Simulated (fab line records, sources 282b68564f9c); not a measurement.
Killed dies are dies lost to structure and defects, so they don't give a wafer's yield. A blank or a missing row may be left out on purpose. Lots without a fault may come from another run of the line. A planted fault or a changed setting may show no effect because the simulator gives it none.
Which tool did it? | flow rit_cmos | 10 lots, 30 wafers sampled, at 2 steps of a route of 202

WHAT THE GAUGES READ, wafer by wafer
The record holds no reading of a measuring or inspecting step that can be judged against a usual standard deviation.

WHICH TOOL RAN EACH LOT (tool, then ch and the chambers of the sampled wafers, then the start)
lot  | RIT_CONTACT_CLEAN_14           | RIT_M1_PROBE_99
L891 | wet_bench-02 ch 3, day 3 13:46 | -
L892 | wet_bench-03 ch 0, day 3 14:40 | -
L893 | wet_bench-04 ch 1, day 3 20:08 | -
L894 | wet_bench-04 ch 1, day 3 22:04 | -
L903 | wet_bench-03 ch 0, day 5 16:27 | prober-02, day 5 21:31
L904 | wet_bench-04 ch 3, day 5 21:16 | -
L905 | wet_bench-04 ch 3, day 6 02:44 | -
L906 | wet_bench-02 ch 0, day 6 07:44 | -
L907 | wet_bench-03 ch 1, day 6 12:43 | -
L911 | wet_bench-02 ch 1, day 7 08:22 | -
- RIT_CONTACT_CLEAN_14: cleans in SC2, time 600 s.
- RIT_M1_PROBE_99

WHAT THE TOOLS THEMSELVES READ (means of the sampled wafers that have a number; where no wafer has one, the mark that the record gives instead)
RIT_CONTACT_CLEAN_14. Usual: bath_heat_duty_pct 15.3 %, standard deviation 1.6; temp_c 74.99 C, standard deviation 0.11.
lot  | tool         | bath_heat_duty_pct (%) | temp_c (C) | flag
L891 | wet_bench-02 | 18.2                   | 75.05      |
L892 | wet_bench-03 | 17.2                   | 75.01      |
L893 | wet_bench-04 | 18.6                   | 74.99      |
L894 | wet_bench-04 | 17.9                   | 74.79      |
L903 | wet_bench-03 | 17.1                   | 74.99      |
L904 | wet_bench-04 | 12.9                   | 74.95      |
L905 | wet_bench-04 | 13.8                   | 74.90      |
L906 | wet_bench-02 | 13.4                   | 74.92      |
L907 | wet_bench-03 | 14.2                   | 74.92      |
L911 | wet_bench-02 | 16.7                   | 74.93      |

RIT_M1_PROBE_99. Usual: killed_at_M0_to_M3 0.0, standard deviation 0.083; killed_at_contacts 0.0, standard deviation 0.22; killed_at_front_end 7, standard deviation 3.2; killed_dies 7, standard deviation 3.2; killed_open 3.2, standard deviation 2.1; killed_short 3.5, standard deviation 2.2.
lot  | tool      | killed_at_M0_to_M3 | killed_at_contacts | killed_at_front_end | killed_dies | killed_open | killed_short | flag
L903 | prober-02 | 0.0                | 33.7               | 4                   | 38          | 2.0         | 2.3          | OFF

THE ANSWER, worked out from the rows above alone
Rule: a lot is off if the mean of its wafers that have a number lies more than 3 standard deviations from the usual mean. A lot without any number at a reading at which 4 lots or more have one is off too. The other lots that the step has rows for count as sound. The gauges are gone through in route order, then the tools' own readings, and for those a lot's mean is taken as printed above. The first step at which some lot is off is used, and at that step the reading that is off furthest; a lot without a number counts as furthest.
Off: L903, at RIT_M1_PROBE_99 (killed_at_contacts). Neither off nor sound, because the step has no rows for them: L891, L892, L893, L894, L904, L905, L906, L907, L911.
A tool fits if, at that step or a process step before it, it ran every lot that is off, and no sound lot after the first of them. Can't be told from this: 2 tools fit, wet_bench-03 at RIT_CONTACT_CLEAN_14, prober-02 at RIT_M1_PROBE_99.

WHAT THE SIMULATOR HAD PUT IN
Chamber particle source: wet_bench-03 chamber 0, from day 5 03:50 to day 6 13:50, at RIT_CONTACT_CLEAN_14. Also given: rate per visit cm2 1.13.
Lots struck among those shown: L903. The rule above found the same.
